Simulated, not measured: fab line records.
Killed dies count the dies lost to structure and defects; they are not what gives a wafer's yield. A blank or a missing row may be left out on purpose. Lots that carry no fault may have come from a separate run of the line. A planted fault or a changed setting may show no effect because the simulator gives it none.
A lot that was struck, set against a sound lot + flow berkeley-cmos170 + 15 out of 331 route steps
Sound: the wafers L906.2, L906.3, L906.6. Wafers L895.2, L895.3, L895.6 were the ones struck. At the end, the cause is stated.
At each step with rows: each side's tool, then ch and its chambers, then its first start. Under that, the readings that differ: sound wafers + struck wafers + difference of the means + sigmas: that difference in standard deviations of wafers without a fault.
alike: same words and numbers on both sides, and readings whose means sit less than 2 such deviations apart. not compared: any withheld reading, any reading some wafer has no value for, any bound like >300 that may hide the same value, and any number with overlapping values for which the record gives no deviation.
A row with sigmas, a row that says differs or no value, or rows on one side alone: a step with any of these is where the two part. Non-overlapping numbers with no deviation appear without sigmas and do not part them. Lack of a reading on every wafer of one side parts them only where that side has two or more wafers.

UCB170_M1_SPUTTER_00: material Al, target thk 600 nm, time 80 s.
  struck on pvd-sputter-01, day 8 19:19; sound on pvd-sputter-01, day 11 06:49
  alike: throttle-valve-pct
UCB170_M1_RS_MEAS_01: measurement is done with a four-point probe.
  struck on film-metro-01, day 8 19:25; sound on film-metro-01, day 11 06:54
  alike: M1_AL_RS
UCB170_M1_THK_MEAS_02: measures by xrf.
  struck on film-metro-01, day 8 19:31; sound on film-metro-01, day 11 07:01
  alike: M1_AL_THK
then, 6 steps without rows for these wafers: UCB170_M1_COAT_03; UCB170_M1_COAT_04 (resist thk 900 nm); UCB170_M1_SOFTBAKE_05 (time 60 s); UCB170_M1_EXPOSE_06 (exposes mask METAL1, target cd 700 nm); UCB170_M1_PEB_07; UCB170_M1_DEVELOP_08 (develop time 45 s).
UCB170_M1_CD_MEAS_09: the cd target is 700 nm.
  struck on cd-sem-01, day 8 20:29; sound on cd-sem-01, day 11 08:44
  alike: cd-nm
UCB170_M1_OVL_MEAS_10:
  struck on overlay-01, day 8 20:36; sound on overlay-01, day 11 08:51
  alike: M1_OVL
UCB170_M1_ETCH_11: etches BARC in N2/H2.
  sound on rie-diel-04 ch 0,1, day 11 08:53; struck on rie-diel-02 ch 0,1,2, day 8 20:38
| reading               | sound             | struck            | difference | sigmas |
|-----------------------|-------------------|-------------------|------------|--------|
| oes-product-au (a.u.) | 0.983 0.974 0.982 | 1.001 1.017 1.024 | +0.034     | +2     |
  alike: drypump-motor-current-A, throttle-valve-pct
UCB170_M1_METAL_ETCH_12: etches Al in Cl2/BCl3, stops on PSG, target depth 780 nm, time 130 s.
  sound on rie-metal-03 ch 0,1, day 11 08:55; struck on rie-metal-01 ch 0,1, day 8 20:40
| reading                             | sound             | struck            | difference | sigmas      |
|-------------------------------------|-------------------|-------------------|------------|-------------|
| oes-product-au (a.u.)               | 0.838 0.879 0.833 | 0.986 0.973 0.991 | +0.133     | +10         |
| run-length-s (s)                    | 158.2 158.7 158.3 | 97.0 97.0 96.5    | -61.6      | -99 or more |
| model.M1.feature-depth-nm (nm)      | 641.5 642.8 640.4 | 400.3 401.7 414.8 | -236.0     |             |
| model.KrF_of_M1_COAT_04.thk-nm (nm) | 439.9 440 440.2   | 658.8 655.5 648.7 | +214.3     |             |
| model.etch.depth-nm (nm)            | 604 605.2 602.7   | 400.3 401.7 414.8 | -198.4     |             |
  alike: drypump-motor-current-A, throttle-valve-pct
  not compared: rf-hours-counter-h
UCB170_M1_STRIP_13: strips in O2.
  sound on plasma-asher-03 ch 0,1, day 11 09:03; struck on plasma-asher-03 ch 1, day 8 20:48
  alike: drypump-motor-current-A, oes-product-au
  not compared: rf-hours-counter-h
UCB170_M1_CD_MEAS_90: the cd target is 700 nm.
  struck on cd-sem-01, day 8 21:13; sound on cd-sem-01, day 11 09:10
| reading    | sound             | struck            | difference | sigmas |
|------------|-------------------|-------------------|------------|--------|
| cd-nm (nm) | 701.0 702.3 703.1 | 713.2 716.6 712.3 | +11.9      | +5     |
  not compared: hold

## WHERE THEY PART
First at UCB170_M1_ETCH_11; last, within this record, at UCB170_M1_CD_MEAS_90.

WHY: the cause the simulator had injected
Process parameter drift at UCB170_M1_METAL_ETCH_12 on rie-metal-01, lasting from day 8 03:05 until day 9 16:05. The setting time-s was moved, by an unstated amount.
